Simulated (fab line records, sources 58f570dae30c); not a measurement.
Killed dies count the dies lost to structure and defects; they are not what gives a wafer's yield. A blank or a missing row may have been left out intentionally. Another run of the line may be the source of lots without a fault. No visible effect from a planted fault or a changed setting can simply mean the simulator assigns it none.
Which of the tools did it? ; flow berkeleyCmos170 ; Sampling: 7 lots, 21 wafers, 2 of 331 route steps

== WHAT THE GAUGES READ, wafer by wafer ==
UCB170_SCREENOX_THK_MEAS_02.
lot;measured;on;SCREENOX_OXIDE_THK (nm)
L365;day 6 22:24;filmMetro-01;14.17 14.26 13.98
L368;day 7 06:49;filmMetro-03;14.25 14.24 14.46
L366;day 7 06:51;filmMetro-03;14.66 14.67 14.31
L374;day 8 04:05;filmMetro-01;14.29 14.21 14.34
L371;day 8 04:05;filmMetro-02;14.26 14.03 14.09
L380;day 9 11:11;filmMetro-01;14.23 14.37 14.37
L382;day 9 23:53;filmMetro-02;13.89 14.17 13.96

== WHAT TOOL EACH LOT RAN ON (gives the tool, then ch and the chambers of the sampled wafers, and finally the start) ==
lot;UCB170_PWELL_PEB_11
L365;lithoTrack-01 ch 0, day 4 07:02
L368;lithoTrack-03 ch 0, day 4 16:30
L366;lithoTrack-01 ch 0, day 4 16:59
L374;lithoTrack-02 ch 0, day 5 14:30
L371;lithoTrack-03 ch 0, day 5 14:55
L380;lithoTrack-01 ch 0, day 6 15:58
L382;lithoTrack-03 ch 0, day 7 03:00
- UCB170_PWELL_PEB_11

== THE ANSWER, worked out from the rows above alone ==
Rule: the lots themselves supply what counts as usual. Put in order of their means at a reading, lots are off if they are a third of the lots or fewer, leave a main group of 4 or more, and stand apart from it by a gap of 3 or more times the standard deviation of the main group's means; of several such gaps the widest counts. A main group whose means are all the same, to the digits that the tables above print for the reading, isn't used. Also off: a lot with no number at a reading for which 4 or more lots have one. The other lots that the step has rows for count as sound.
None of the lots is off at any reading shown; this tells nothing.

== WHAT THE SIMULATOR HAD INSERTED ==
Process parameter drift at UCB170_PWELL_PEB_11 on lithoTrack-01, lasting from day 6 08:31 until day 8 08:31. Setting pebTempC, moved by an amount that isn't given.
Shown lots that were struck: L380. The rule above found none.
